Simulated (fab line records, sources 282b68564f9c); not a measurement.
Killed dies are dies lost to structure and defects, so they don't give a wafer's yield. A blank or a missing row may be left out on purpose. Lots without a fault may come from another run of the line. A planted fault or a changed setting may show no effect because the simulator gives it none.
fab line records | flow rit_cmos
record lots=5 wafers=15 last_day=6
route steps=202 shown NWELL@35 PWELL@39 WELLDRIVE@50 NRETRO@53 PRETRO@64
lots that met no fault: from a run of the same line without faults
start_h: hours from the record's first day to the start of the lot's first wafer shown | wait_h: hours since the lot's step before | " the same as in the row above | L1.1+2: a row that stands for several wafers | - no value, or no start given | * or withheld: withheld | < > ~ a bound
route shown NAME@n: a module of which the file shows steps, and the number in the route of the first | usual: mean/standard deviation of fault-free wafers | same: alike in all rows | chamber/n: place in a boat | sites: the reading at each site | _std_site: their standard deviation | _edge_site: outer sites' mean less inner sites' | radius_mm: how far each site lies from the wafer's centre | mask NAME#n: copy n | behind: the tool/chamber that last shaped the wafer | hold: why the lot was held/for how many hours/how that ended | device: the transistor (n, p or np) that didn't switch | end of line: the same wafers' tests at the end of the route | a step without rows: its recipe alone | killed: dies lost to structure and defects at the first sort, not the wafer's yield | map: a wafer's dies, x killed, . not, _ none there
set.NAME: the setting as run; set.NAME@STEP: as run at that earlier step | model.NAME: the simulator's own value behind a step, which no gauge read
lots at some steps of the route; a table a step, a row a wafer
services: from which hour (start_h, from the record's first day; less than 0 if before it) a tool's chamber was out of use, for how many hours, and why
## steps
# step RIT_NWELL_HARDBAKE_07
# recipe resist=NOVOLAK temp_c=140 time_s=120
# usual chill_plate_temp_C=22.98/0.11
# columns lot.wafer tool chamber start_h wait_h chill_plate_temp_C
L075.3 litho_track-03 0 25.45 0.1 23.06
L075.4 " 0 " " 22.99
L075.6 " 0 " " 22.92
L082.3 litho_track-03 0 60.54 0.1 22.76
L082.4 " 0 " " 22.78
L082.6 " 0 " " 22.84
L083.2 litho_track-04 0 66.11 0.1 22.93
L083.3 " 0 " " 23.01
L083.5 " 0 " " 23.10
L084.2 litho_track-03 0 71.20 0.1 22.89
L084.4 " 0 " " 23.05
L084.5 " 0 " " 22.81
L088.3 litho_track-04 0 94.63 0.1 23.05
L088.5 " 0 " " 23.08
L088.6 " 0 " " 22.99
# step RIT_NWELL_IMPLANT_08
# recipe species=P energy_kev=171.4 dose_cm2=5e+13 tilt_deg=7
# usual tilt_deg=7.001/0.023
# columns lot.wafer tool chamber start_h wait_h tilt_deg
L075.3 implanter-02 0 25.66 0.2 7.027
L075.4 " 0 " " 7.007
L075.6 " 0 " " 6.983
L082.3 implanter-01 0 60.75 0.2 7.005
L082.4 " 0 " " 6.987
L082.6 " 0 " " 7.007
L083.2 implanter-02 0 66.35 0.2 7.001
L083.3 " 0 " " 6.990
L083.5 " 0 " " 6.993
L084.2 implanter-01 0 71.43 0.2 6.985
L084.4 " 0 " " 6.988
L084.5 " 0 " " 7.007
L088.3 implanter-01 0 94.85 0.2 6.983
L088.5 " 0 " " 6.977
L088.6 " 0 " " 6.966
# step RIT_NWELL_STRIP_09
# recipe chemistry=O2 time_s=180 resist=NOVOLAK platen_temp_c=withheld power_w=500 pressure_mtorr=4000 o2_flow_sccm=4000
# usual drypump_motor_current_A=5.9/0.49 o2_flow_sccm=4001/12
# columns lot.wafer tool chamber start_h wait_h drypump_motor_current_A o2_flow_sccm rf_hours_counter_h
L075.3 plasma_asher-03 1 25.82 0.1 6.0 3993 -
L075.4 " 0 " " 5.9 4017 -
L075.6 " 1 " " 6.0 4001 -
L082.3 plasma_asher-04 0 60.91 0.1 5.0 4001 -
L082.4 " 1 " " 6.3 4025 -
L082.6 " 1 " " 6.2 3999 -
L083.2 plasma_asher-04 1 66.47 0.1 6.2 3993 42
L083.3 " 0 " " 5.0 3997 -
L083.5 " 1 " " 6.3 3999 -
L084.2 plasma_asher-03 0 71.55 0.1 5.9 4023 44
L084.4 " 0 " " 5.9 4013 -
L084.5 " 1 " " 6.1 4004 -
L088.3 plasma_asher-04 0 95.01 0.1 5.0 4018 -
L088.5 " 0 " " 5.0 4001 -
L088.6 " 1 " " 6.2 3988 -
# step RIT_NWELL_TW_MEAS_10
# usual NWELL_TW=2156/31
# columns lot.wafer tool chamber start_h wait_h NWELL_TW
L075.3 film_metro-02 - 25.96 0.1 2209
L075.4 " - " " 2213
L075.6 " - " " 2198
L082.3 film_metro-02 - 61.05 0.1 2201
L082.4 " - " " 2202
L082.6 " - " " 2200
L083.2 film_metro-03 - 66.66 0.1 2135
L083.3 " - " " 2138
L083.5 " - " " 2138
L084.2 film_metro-01 - 71.74 0.1 2118
L084.4 " - " " 2128
L084.5 " - " " 2126
L088.3 film_metro-01 - 95.14 0.1 2106
L088.5 " - " " 2095
L088.6 " - " " 2117
# step RIT_PWELL_HMDS_00
# recipe prime_time_s=60 prime_temp_c=140
# usual chill_plate_temp_C=22.98/0.11
# columns lot.wafer tool chamber start_h wait_h chill_plate_temp_C
L075.3 litho_track-02 0 26.21 0.2 22.96
L075.4 " 0 " " 22.89
L075.6 " 0 " " 22.98
L082.3 litho_track-01 0 61.14 0.1 22.97
L082.4 " 0 " " 23.00
L082.6 " 0 " " 23.01
L083.2 litho_track-03 0 66.73 0.1 22.94
L083.3 " 0 " " 22.96
L083.5 " 0 " " 22.96
L084.2 litho_track-01 0 71.81 0.1 23.06
L084.4 " 0 " " 22.94
L084.5 " 0 " " 22.96
L088.3 litho_track-01 0 95.23 0.1 23.05
L088.5 " 0 " " 23.02
L088.6 " 0 " " 23.04
# step RIT_PWELL_COAT_01
# recipe resist=NOVOLAK spin_rpm=2000 resist_thk_nm=1300
# usual chill_plate_temp_C=23.02/0.099
# columns lot.wafer tool chamber start_h wait_h chill_plate_temp_C
L075.3 litho_track-02 0 26.36 0.1 23.06
L075.4 " 0 " " 23.09
L075.6 " 0 " " 23.16
L082.3 litho_track-01 0 61.29 0.1 22.93
L082.4 " 0 " " 22.98
L082.6 " 0 " " 22.84
L083.2 litho_track-03 0 66.88 0.1 23.04
L083.3 " 0 " " 22.94
L083.5 " 0 " " 22.85
L084.2 litho_track-01 0 71.96 0.1 23.01
L084.4 " 0 " " 23.07
L084.5 " 0 " " 23.15
L088.3 litho_track-01 0 95.38 0.1 23.14
L088.5 " 0 " " 23.00
L088.6 " 0 " " 23.13
# step RIT_PWELL_SOFTBAKE_02
# recipe resist=NOVOLAK temp_c=90 time_s=60
# usual chill_plate_temp_C=23.01/0.13
# columns lot.wafer tool chamber start_h wait_h chill_plate_temp_C
L075.3 litho_track-02 0 26.51 0.1 23.04
L075.4 " 0 " " 23.06
L075.6 " 0 " " 23.20
L082.3 litho_track-01 0 61.44 0.1 23.01
L082.4 " 0 " " 23.14
L082.6 " 0 " " 23.13
L083.2 litho_track-03 0 67.03 0.1 22.73
L083.3 " 0 " " 22.96
L083.5 " 0 " " 23.08
L084.2 litho_track-01 0 72.11 0.1 22.93
L084.4 " 0 " " 23.03
L084.5 " 0 " " 23.12
L088.3 litho_track-01 0 95.53 0.1 22.83
L088.5 " 0 " " 22.89
L088.6 " 0 " " 22.91
# step RIT_PWELL_EXPOSE_03
# recipe mask_id=M3 na=0.57 target_cd_nm=43700 dose_mj=250
# usual focus_offset_nm=-0.1/0.59 stage_vel_mm_s=500.04/0.25
# columns lot.wafer tool chamber start_h wait_h mask focus_offset_nm stage_vel_mm_s
L075.3 iline_stepper-01 0 26.65 0.1 M3#0 0.1 500.54
L075.4 " 0 " " M3#0 0.5 500.24
L075.6 " 0 " " M3#0 -0.6 500.10
L082.3 iline_stepper-01 0 61.58 0.1 M3#0 0.3 499.99
L082.4 " 0 " " M3#0 -0.8 500.17
L082.6 " 0 " " M3#0 -0.1 499.92
L083.2 iline_stepper-02 0 67.30 0.2 M3#0 -0.1 500.33
L083.3 " 0 " " M3#0 0.0 499.96
L083.5 " 0 " " M3#0 -0.6 500.16
L084.2 iline_stepper-02 0 72.26 0.1 M3#0 0.2 500.01
L084.4 " 0 " " M3#0 0.4 500.04
L084.5 " 0 " " M3#0 1.3 499.87
L088.3 iline_stepper-02 0 95.91 0.3 M3#0 1.0 500.18
L088.5 " 0 " " M3#0 0.8 499.84
L088.6 " 0 " " M3#0 1.3 499.62
# step RIT_PWELL_PEB_04
# recipe resist=NOVOLAK temp_c=withheld time_s=withheld
# usual chill_plate_temp_C=*
# columns lot.wafer tool chamber start_h wait_h chill_plate_temp_C
L075.3 litho_track-02 0 26.78 0.1 *
L075.4 " 0 " " *
L075.6 " 0 " " *
L082.3 litho_track-03 0 61.71 0.1 *
L082.4 " 0 " " *
L082.6 " 0 " " *
L083.2 litho_track-02 0 67.42 0.1 *
L083.3 " 0 " " *
L083.5 " 0 " " *
L084.2 litho_track-01 0 72.38 0.1 *
L084.4 " 0 " " *
L084.5 " 0 " " *
L088.3 litho_track-01 0 96.04 0.1 *
L088.5 " 0 " " *
L088.6 " 0 " " *
# step RIT_PWELL_DEVELOP_05
# recipe resist=NOVOLAK develop_time_s=65.95 dev_temp_c=23
# usual chill_plate_temp_C=23.02/0.096
# columns lot.wafer tool chamber start_h wait_h chill_plate_temp_C
L075.3 litho_track-02 0 - - 22.93
L075.4 " 0 " " 22.92
L075.6 " 0 " " 23.00
L082.3 litho_track-03 0 - - 23.09
L082.4 " 0 " " 23.06
L082.6 " 0 " " 23.01
L083.2 litho_track-02 0 - - 22.82
L083.3 " 0 " " 22.91
L083.5 " 0 " " 23.08
L084.2 litho_track-01 0 - - 22.95
L084.4 " 0 " " 22.92
L084.5 " 0 " " 22.89
L088.3 litho_track-01 0 - - 23.08
L088.5 " 0 " " 23.05
L088.6 " 0 " " 23.14
# step RIT_PWELL_OVL_MEAS_06
# usual PWELL_OVL=0.3/1.5
# columns lot.wafer tool chamber start_h wait_h PWELL_OVL[nm]
L075.3 overlay-01 - 27.05 - 0.1
L075.4 " - " " 0.2
L075.6 " - " " -3.0
L082.3 overlay-01 - 61.98 - 0.5
L082.4 " - " " 1.2
L082.6 " - " " -1.0
L083.2 overlay-02 - 67.72 - 0.6
L083.3 " - " " 1.0
L083.5 " - " " -1.0
L084.2 overlay-01 - 72.68 - 2.5
L084.4 " - " " 1.4
L084.5 " - " " 0.8
L088.3 overlay-02 - 96.31 - 1.3
L088.5 " - " " 2.0
L088.6 " - " " 1.6
# step RIT_PWELL_HARDBAKE_07
# recipe resist=NOVOLAK temp_c=140 time_s=120
# usual chill_plate_temp_C=22.98/0.12
# columns lot.wafer tool chamber start_h wait_h chill_plate_temp_C
L075.3 litho_track-01 0 27.16 0.1 23.02
L075.4 " 0 " " 22.95
L075.6 " 0 " " 23.02
L082.3 litho_track-01 0 62.09 0.1 22.81
L082.4 " 0 " " 22.91
L082.6 " 0 " " 22.96
L083.2 litho_track-01 0 67.79 0.1 22.97
L083.3 " 0 " " 23.17
L083.5 " 0 " " 22.91
L084.2 litho_track-02 0 72.75 0.1 22.98
L084.4 " 0 " " 22.95
L084.5 " 0 " " 23.10
L088.3 litho_track-02 0 96.42 0.1 23.08
L088.5 " 0 " " 22.90
L088.6 " 0 " " 22.89
# step RIT_PWELL_IMPLANT_08
# recipe species=B energy_kev=170 dose_cm2=7e+13 tilt_deg=7
# usual tilt_deg=6.998/0.018
# columns lot.wafer tool chamber start_h wait_h tilt_deg
L075.3 implanter-02 0 27.38 0.2 7.011
L075.4 " 0 " " 7.002
L075.6 " 0 " " 7.019
L082.3 implanter-04 0 62.31 0.2 6.973
L082.4 " 0 " " 6.961
L082.6 " 0 " " 7.020
L083.2 implanter-03 0 68.02 0.2 7.017
L083.3 " 0 " " 7.032
L083.5 " 0 " " 6.976
L084.2 implanter-04 0 72.98 0.2 7.013
L084.4 " 0 " " 6.998
L084.5 " 0 " " 7.027
L088.3 implanter-02 0 96.64 0.2 7.012
L088.5 " 0 " " 7.012
L088.6 " 0 " " 7.010
# step RIT_PWELL_STRIP_09
# recipe chemistry=O2 time_s=180 resist=NOVOLAK platen_temp_c=withheld power_w=500 pressure_mtorr=4000 o2_flow_sccm=4000
# usual drypump_motor_current_A=5.8/0.47 o2_flow_sccm=4001/14
# columns lot.wafer tool chamber start_h wait_h drypump_motor_current_A o2_flow_sccm rf_hours_counter_h
L075.3 plasma_asher-03 0 27.53 0.1 5.9 4000 -
L075.4 " 1 " " 6.0 4000 -
L075.6 " 0 " " 5.9 4006 -
L082.3 plasma_asher-03 1 62.46 0.1 6.1 4004 -
L082.4 " 0 " " 5.9 4011 -
L082.6 " 0 " " 5.9 3996 -
L083.2 plasma_asher-03 0 68.15 0.1 5.9 3979 44
L083.3 " 1 " " 6.1 3985 -
L083.5 " 1 " " 6.1 3991 -
L084.2 plasma_asher-03 0 73.11 0.1 5.9 3993 44
L084.4 " 1 " " 6.0 4012 -
L084.5 " 1 " " 6.1 4026 -
L088.3 plasma_asher-03 1 96.79 0.1 6.0 4000 -
L088.5 " 1 " " 6.1 3993 -
L088.6 " 0 " " 5.9 3987 -
# step RIT_PWELL_TW_MEAS_10
# usual PWELL_TW=957/15
# columns lot.wafer tool chamber start_h wait_h PWELL_TW
L075.3 film_metro-02 - 27.67 0.1 973
L075.4 " - " " 975
L075.6 " - " " 970
L082.3 film_metro-03 - 62.61 0.1 952
L082.4 " - " " 958
L082.6 " - " " 944
L083.2 film_metro-02 - 68.33 0.1 974
L083.3 " - " " 974
L083.5 " - " " 975
L084.2 film_metro-02 - 73.29 0.1 973
L084.4 " - " " 976
L084.5 " - " " 978
L088.3 film_metro-03 - 96.93 0.1 956
L088.5 " - " " 954
L088.6 " - " " 957
# step RIT_WELLDRIVE_ANNEAL_00
# recipe temp_c=1100 time_s=14700 ambient=N2
# columns lot.wafer tool chamber start_h wait_h
L075.3+4+6 furnace-03 0 27.71 0.0
L082.3+4+6 furnace-04 0 62.65 0.0
L083.2+3+5 furnace-01 0 68.59 0.3
L084.2+4+5 furnace-04 0 73.37 0.1
L088.3+5+6 furnace-04 0 96.97 0.0
# step RIT_WELLDRIVE_RS_MEAS_01
# recipe thk_meas_gauge=four-point-probe
# usual NWELL_RS=275.9/0.67
# columns lot.wafer tool chamber start_h wait_h NWELL_RS[ohm/sq]
L075.3 film_metro-03 - 32.83 0.0 275.8
L075.4 " - " " 275.5
L075.6 " - " " 275.7
L082.3 film_metro-01 - 67.78 0.0 276.3
L082.4 " - " " 275.2
L082.6 " - " " 275.2
L083.2 film_metro-01 - 73.70 0.0 276.2
L083.3 " - " " 276.3
L083.5 " - " " 276.5
L084.2 film_metro-01 - 78.47 0.0 276.6
L084.4 " - " " 275.8
L084.5 " - " " 275.9
L088.3 film_metro-03 - 102.09 0.0 276.3
L088.5 " - " " 276.4
L088.6 " - " " 276.2
# step RIT_WELLDRIVE_RS_MEAS_02
# recipe thk_meas_gauge=four-point-probe
# usual PWELL_RS=430.1/1.3
# columns lot.wafer tool chamber start_h wait_h PWELL_RS[ohm/sq]
L075.3 film_metro-03 - 32.95 0.1 429.6
L075.4 " - " " 429.9
L075.6 " - " " 428.5
L082.3 film_metro-01 - 67.90 0.1 429.4
L082.4 " - " " 430.2
L082.6 " - " " 430.7
L083.2 film_metro-01 - 73.82 0.1 432.2
L083.3 " - " " 430.8
L083.5 " - " " 430.8
L084.2 film_metro-01 - 78.59 0.1 429.3
L084.4 " - " " 429.6
L084.5 " - " " 428.8
L088.3 film_metro-03 - 102.21 0.1 429.4
L088.5 " - " " 430.8
L088.6 " - " " 429.4
# step RIT_NRETRO_HMDS_00
# recipe prime_time_s=60 prime_temp_c=140
# usual chill_plate_temp_C=22.99/0.11
# columns lot.wafer tool chamber start_h wait_h chill_plate_temp_C
L075.3 litho_track-04 0 33.08 0.1 23.06
L075.4 " 0 " " 23.05
L075.6 " 0 " " 22.93
L082.3 litho_track-04 0 68.03 0.1 22.89
L082.4 " 0 " " 22.94
L082.6 " 0 " " 22.80
L083.2 litho_track-04 0 73.94 0.1 22.92
L083.3 " 0 " " 23.01
L083.5 " 0 " " 23.11
L084.2 litho_track-04 0 78.72 0.1 22.93
L084.4 " 0 " " 22.89
L084.5 " 0 " " 22.85
L088.3 litho_track-04 0 102.36 0.1 23.32
L088.5 " 0 " " 22.97
L088.6 " 0 " " 23.17
# step RIT_NRETRO_COAT_01
# recipe resist=NOVOLAK spin_rpm=2000 resist_thk_nm=1300
# usual chill_plate_temp_C=22.99/0.11
# columns lot.wafer tool chamber start_h wait_h chill_plate_temp_C
L075.3 litho_track-04 0 33.23 0.1 23.05
L075.4 " 0 " " 23.14
L075.6 " 0 " " 23.06
L082.3 litho_track-04 0 68.18 0.1 23.06
L082.4 " 0 " " 22.97
L082.6 " 0 " " 23.00
L083.2 litho_track-04 0 74.09 0.1 22.98
L083.3 " 0 " " 22.97
L083.5 " 0 " " 23.08
L084.2 litho_track-04 0 78.87 0.1 23.02
L084.4 " 0 " " 22.98
L084.5 " 0 " " 23.06
L088.3 litho_track-04 0 102.51 0.1 22.91
L088.5 " 0 " " 22.78
L088.6 " 0 " " 22.89
# step RIT_NRETRO_SOFTBAKE_02
# recipe resist=NOVOLAK temp_c=90 time_s=60
# usual chill_plate_temp_C=23.00/0.11
# columns lot.wafer tool chamber start_h wait_h chill_plate_temp_C
L075.3 litho_track-04 0 33.38 0.1 23.06
L075.4 " 0 " " 22.86
L075.6 " 0 " " 23.04
L082.3 litho_track-04 0 68.33 0.1 23.06
L082.4 " 0 " " 23.09
L082.6 " 0 " " 23.02
L083.2 litho_track-04 0 74.24 0.1 22.77
L083.3 " 0 " " 22.86
L083.5 " 0 " " 22.74
L084.2 litho_track-04 0 79.02 0.1 22.97
L084.4 " 0 " " 22.97
L084.5 " 0 " " 22.98
L088.3 litho_track-04 0 102.66 0.1 22.99
L088.5 " 0 " " 23.09
L088.6 " 0 " " 23.09
# step RIT_NRETRO_EXPOSE_03
# recipe mask_id=M4 na=0.57 target_cd_nm=43900 dose_mj=250
# usual focus_offset_nm=0.0/0.53 stage_vel_mm_s=499.98/0.27
# columns lot.wafer tool chamber start_h wait_h mask focus_offset_nm stage_vel_mm_s
L075.3 iline_stepper-02 0 33.65 0.2 M4#0 0.4 499.76
L075.4 " 0 " " M4#0 -0.3 499.93
L075.6 " 0 " " M4#0 -0.1 499.72
L082.3 iline_stepper-02 0 68.47 0.1 M4#0 0.2 500.15
L082.4 " 0 " " M4#0 0.4 499.81
L082.6 " 0 " " M4#0 0.6 499.97
L083.2 iline_stepper-02 0 74.39 0.1 M4#0 -1.1 499.53
L083.3 " 0 " " M4#0 0.4 499.67
L083.5 " 0 " " M4#0 -1.1 499.93
L084.2 iline_stepper-02 0 79.16 0.1 M4#0 0.5 500.29
L084.4 " 0 " " M4#0 0.0 500.18
L084.5 " 0 " " M4#0 0.3 500.35
L088.3 iline_stepper-02 0 102.92 0.2 M4#0 -0.5 500.39
L088.5 " 0 " " M4#0 -0.3 500.49
L088.6 " 0 " " M4#0 0.9 500.13
# step RIT_NRETRO_PEB_04
# recipe resist=NOVOLAK temp_c=withheld time_s=withheld
# usual chill_plate_temp_C=*
# columns lot.wafer tool chamber start_h wait_h chill_plate_temp_C
L075.3 litho_track-02 0 33.78 0.1 *
L075.4 " 0 " " *
L075.6 " 0 " " *
L082.3 litho_track-02 0 68.59 0.1 *
L082.4 " 0 " " *
L082.6 " 0 " " *
L083.2 litho_track-04 0 74.51 0.1 *
L083.3 " 0 " " *
L083.5 " 0 " " *
L084.2 litho_track-01 0 79.28 0.1 *
L084.4 " 0 " " *
L084.5 " 0 " " *
L088.3 litho_track-02 0 103.05 0.1 *
L088.5 " 0 " " *
L088.6 " 0 " " *
# step RIT_NRETRO_DEVELOP_05
# recipe resist=NOVOLAK develop_time_s=68 dev_temp_c=23
# usual chill_plate_temp_C=22.98/0.097
# columns lot.wafer tool chamber start_h wait_h chill_plate_temp_C
L075.3 litho_track-02 0 - - 22.84
L075.4 " 0 " " 22.83
L075.6 " 0 " " 22.83
L082.3 litho_track-02 0 - - 22.75
L082.4 " 0 " " 22.97
L082.6 " 0 " " 22.90
L083.2 litho_track-04 0 - - 22.97
L083.3 " 0 " " 22.89
L083.5 " 0 " " 23.04
L084.2 litho_track-01 0 - - 23.03
L084.4 " 0 " " 23.05
L084.5 " 0 " " 23.07
L088.3 litho_track-02 0 - - 23.07
L088.5 " 0 " " 22.95
L088.6 " 0 " " 23.09
# step RIT_NRETRO_OVL_MEAS_06
# usual NRETRO_OVL=0.5/1.4
# columns lot.wafer tool chamber start_h wait_h NRETRO_OVL[nm]
L075.3 overlay-01 - 34.05 - -0.1
L075.4 " - " " 0.7
L075.6 " - " " 0.7
L082.3 overlay-02 - 68.87 - -0.2
L082.4 " - " " -0.6
L082.6 " - " " -0.3
L083.2 overlay-02 - 74.80 - 2.6
L083.3 " - " " 2.2
L083.5 " - " " 2.0
L084.2 overlay-01 - 79.58 - -1.3
L084.4 " - " " -1.2
L084.5 " - " " -0.8
L088.3 overlay-02 - 103.32 - 2.6
L088.5 " - " " 2.1
L088.6 " - " " 3.2
# step RIT_NRETRO_HARDBAKE_07
# recipe resist=NOVOLAK temp_c=140 time_s=120
# usual chill_plate_temp_C=23.00/0.11
# columns lot.wafer tool chamber start_h wait_h chill_plate_temp_C
L075.3 litho_track-04 0 34.16 0.1 23.04
L075.4 " 0 " " 22.91
L075.6 " 0 " " 23.02
L082.3 litho_track-02 0 68.98 0.1 22.97
L082.4 " 0 " " 23.02
L082.6 " 0 " " 22.84
L083.2 litho_track-02 0 74.87 0.1 23.16
L083.3 " 0 " " 22.96
L083.5 " 0 " " 22.97
L084.2 litho_track-04 0 79.65 0.1 23.06
L084.4 " 0 " " 23.02
L084.5 " 0 " " 23.06
L088.3 litho_track-04 0 103.43 0.1 23.03
L088.5 " 0 " " 23.11
L088.6 " 0 " " 22.93
# step RIT_NRETRO_IMPLANT_08
# recipe species=P energy_kev=70 dose_cm2=1e+13 tilt_deg=7
# usual tilt_deg=7.002/0.02
# columns lot.wafer tool chamber start_h wait_h tilt_deg
L075.3 implanter-01 0 34.37 0.2 7.003
L075.4 " 0 " " 7.017
L075.6 " 0 " " 7.004
L082.3 implanter-01 0 69.19 0.2 6.984
L082.4 " 0 " " 6.987
L082.6 " 0 " " 6.964
L083.2 implanter-01 0 75.11 0.2 7.001
L083.3 " 0 " " 7.015
L083.5 " 0 " " 6.988
L084.2 implanter-04 0 79.88 0.2 7.010
L084.4 " 0 " " 6.996
L084.5 " 0 " " 6.979
L088.3 implanter-01 0 103.65 0.2 6.993
L088.5 " 0 " " 6.996
L088.6 " 0 " " 6.997
# step RIT_NRETRO_STRIP_09
# recipe chemistry=O2 time_s=180 resist=NOVOLAK platen_temp_c=withheld power_w=500 pressure_mtorr=4000 o2_flow_sccm=4000
# usual drypump_motor_current_A=5.7/0.5 o2_flow_sccm=4000/11
# columns lot.wafer tool chamber start_h wait_h drypump_motor_current_A o2_flow_sccm rf_hours_counter_h
L075.3 plasma_asher-03 1 34.53 0.1 6.0 3994 -
L075.4 " 0 " " 5.8 3995 -
L075.6 " 1 " " 6.0 4003 -
L082.3 plasma_asher-02 1 69.35 0.1 4.7 3990 -
L082.4 " 0 " " 5.7 3993 -
L082.6 " 0 " " 5.7 3996 -
L083.2 plasma_asher-03 0 75.23 0.1 5.8 3999 45
L083.3 " 1 " " 6.0 3987 -
L083.5 " 0 " " 5.8 4008 -
L084.2 plasma_asher-02 1 80.01 0.1 4.7 3984 30
L084.4 " 0 " " 5.8 4005 -
L084.5 " 0 " " 5.7 4012 -
L088.3 plasma_asher-03 1 103.81 0.1 6.0 3999 -
L088.5 " 0 " " 5.9 4007 -
L088.6 " 1 " " 6.0 3995 -
# step RIT_NRETRO_TW_MEAS_10
# usual NRETRO_TW=1062/11
# columns lot.wafer tool chamber start_h wait_h NRETRO_TW
L075.3 film_metro-04 - 34.67 0.1 1051
L075.4 " - " " 1065
L075.6 " - " " 1059
L082.3 film_metro-04 - 69.49 0.1 1054
L082.4 " - " " 1057
L082.6 " - " " 1055
L083.2 film_metro-03 - 75.42 0.1 1051
L083.3 " - " " 1057
L083.5 " - " " 1057
L084.2 film_metro-02 - 80.19 0.1 1082
L084.4 " - " " 1081
L084.5 " - " " 1081
L088.3 film_metro-04 - 103.94 0.1 1054
L088.5 " - " " 1051
L088.6 " - " " 1052
# step RIT_PRETRO_HMDS_00
# recipe prime_time_s=60 prime_temp_c=140
# usual chill_plate_temp_C=23.01/0.12
# columns lot.wafer tool chamber start_h wait_h chill_plate_temp_C
L075.3 litho_track-02 0 34.76 0.1 23.01
L075.4 " 0 " " 22.94
L075.6 " 0 " " 23.18
L082.3 litho_track-03 0 69.58 0.1 22.84
L082.4 " 0 " " 22.92
L082.6 " 0 " " 22.88
L083.2 litho_track-04 0 75.50 0.1 22.95
L083.3 " 0 " " 23.08
L083.5 " 0 " " 22.99
L084.2 litho_track-04 0 80.27 0.1 22.91
L084.4 " 0 " " 22.96
L084.5 " 0 " " 23.12
L088.3 litho_track-04 0 104.08 0.1 23.15
L088.5 " 0 " " 23.09
L088.6 " 0 " " 23.16
# step RIT_PRETRO_COAT_01
# recipe resist=NOVOLAK spin_rpm=2000 resist_thk_nm=1300
# usual chill_plate_temp_C=22.98/0.12
# columns lot.wafer tool chamber start_h wait_h chill_plate_temp_C
L075.3 litho_track-02 0 34.91 0.1 23.01
L075.4 " 0 " " 23.02
L075.6 " 0 " " 23.00
L082.3 litho_track-03 0 69.73 0.1 22.93
L082.4 " 0 " " 22.83
L082.6 " 0 " " 22.90
L083.2 litho_track-04 0 75.65 0.1 23.19
L083.3 " 0 " " 23.15
L083.5 " 0 " " 23.28
L084.2 litho_track-04 0 80.42 0.1 22.91
L084.4 " 0 " " 22.84
L084.5 " 0 " " 22.83
L088.3 litho_track-04 0 104.23 0.1 22.81
L088.5 " 0 " " 22.86
L088.6 " 0 " " 22.91
# step RIT_PRETRO_SOFTBAKE_02
# recipe resist=NOVOLAK temp_c=90 time_s=60
# usual chill_plate_temp_C=23.02/0.097
# columns lot.wafer tool chamber start_h wait_h chill_plate_temp_C
L075.3 litho_track-02 0 35.06 0.1 22.94
L075.4 " 0 " " 22.92
L075.6 " 0 " " 22.90
L082.3 litho_track-03 0 69.88 0.1 23.14
L082.4 " 0 " " 23.03
L082.6 " 0 " " 22.91
L083.2 litho_track-04 0 75.80 0.1 23.05
L083.3 " 0 " " 23.19
L083.5 " 0 " " 23.02
L084.2 litho_track-04 0 80.57 0.1 23.18
L084.4 " 0 " " 22.92
L084.5 " 0 " " 23.17
L088.3 litho_track-04 0 104.38 0.1 23.11
L088.5 " 0 " " 23.07
L088.6 " 0 " " 23.13
# step RIT_PRETRO_EXPOSE_03
# recipe mask_id=M5 na=0.57 target_cd_nm=43700 dose_mj=250
# usual focus_offset_nm=0.1/0.51 stage_vel_mm_s=500.02/0.25
# columns lot.wafer tool chamber start_h wait_h mask focus_offset_nm stage_vel_mm_s
L075.3 iline_stepper-02 0 35.32 0.2 M5#0 0.8 499.88
L075.4 " 0 " " M5#0 1.0 500.04
L075.6 " 0 " " M5#0 0.3 500.26
L082.3 iline_stepper-02 0 70.14 0.2 M5#0 0.0 500.35
L082.4 " 0 " " M5#0 0.0 500.09
L082.6 " 0 " " M5#0 0.2 500.14
L083.2 iline_stepper-01 0 76.07 0.2 M5#0 0.2 500.14
L083.3 " 0 " " M5#0 0.5 499.59
L083.5 " 0 " " M5#0 -0.3 499.76
L084.2 iline_stepper-01 0 80.71 0.1 M5#0 -0.4 500.05
L084.4 " 0 " " M5#0 0.1 499.78
L084.5 " 0 " " M5#0 0.0 500.16
L088.3 iline_stepper-02 0 104.52 0.1 M5#0 0.4 499.63
L088.5 " 0 " " M5#0 0.0 499.83
L088.6 " 0 " " M5#0 -0.1 499.80
# step RIT_PRETRO_PEB_04
# recipe resist=NOVOLAK temp_c=withheld time_s=withheld
# usual chill_plate_temp_C=*
# columns lot.wafer tool chamber start_h wait_h chill_plate_temp_C
L075.3 litho_track-03 0 35.45 0.1 *
L075.4 " 0 " " *
L075.6 " 0 " " *
L082.3 litho_track-04 0 70.27 0.1 *
L082.4 " 0 " " *
L082.6 " 0 " " *
L083.2 litho_track-03 0 76.33 0.2 *
L083.3 " 0 " " *
L083.5 " 0 " " *
L084.2 litho_track-03 0 80.84 0.1 *
L084.4 " 0 " " *
L084.5 " 0 " " *
L088.3 litho_track-02 0 104.65 0.1 *
L088.5 " 0 " " *
L088.6 " 0 " " *
# step RIT_PRETRO_DEVELOP_05
# recipe resist=NOVOLAK develop_time_s=68 dev_temp_c=23
# usual chill_plate_temp_C=22.98/0.12
# columns lot.wafer tool chamber start_h wait_h chill_plate_temp_C
L075.3 litho_track-03 0 - - 23.01
L075.4 " 0 " " 23.06
L075.6 " 0 " " 22.89
L082.3 litho_track-04 0 - - 23.06
L082.4 " 0 " " 23.06
L082.6 " 0 " " 23.24
L083.2 litho_track-03 0 - - 22.84
L083.3 " 0 " " 22.88
L083.5 " 0 " " 23.08
L084.2 litho_track-03 0 - - 22.99
L084.4 " 0 " " 22.92
L084.5 " 0 " " 23.03
L088.3 litho_track-02 0 - - 23.13
L088.5 " 0 " " 23.12
L088.6 " 0 " " 23.19
# step RIT_PRETRO_OVL_MEAS_06
# usual PRETRO_OVL=-0.2/1.3
# columns lot.wafer tool chamber start_h wait_h PRETRO_OVL[nm]
L075.3 overlay-01 - 35.73 - 0.9
L075.4 " - " " 0.4
L075.6 " - " " 0.1
L082.3 overlay-02 - 70.55 - -1.7
L082.4 " - " " -0.4
L082.6 " - " " 0.1
L083.2 overlay-01 - 76.63 - -2.4
L083.3 " - " " -0.5
L083.5 " - " " -1.8
L084.2 overlay-01 - 81.13 - 0.0
L084.4 " - " " -0.4
L084.5 " - " " 0.3
L088.3 overlay-02 - 104.92 - -1.3
L088.5 " - " " -1.7
L088.6 " - " " -2.1
## services
# columns tool chamber start_h hours kind
furnace-01 - 4.39 3.9 pm
implanter-04 - 7.82 3.2 repair
iline_stepper-02 - 9.16 1.0 repair
furnace-04 - 13.29 2.7 pm
implanter-01 - 14.11 2.7 repair
furnace-01 - 41.93 2.3 pm
furnace-04 - 43.79 1.3 pm
plasma_asher-03 - 45.88 4.0 pm
furnace-04 - 58.94 3.5 pm
implanter-02 - 80.39 3.7 pm
implanter-01 - 84.30 6.2 repair
implanter-04 - 92.41 3.7 repair
## key
fault none
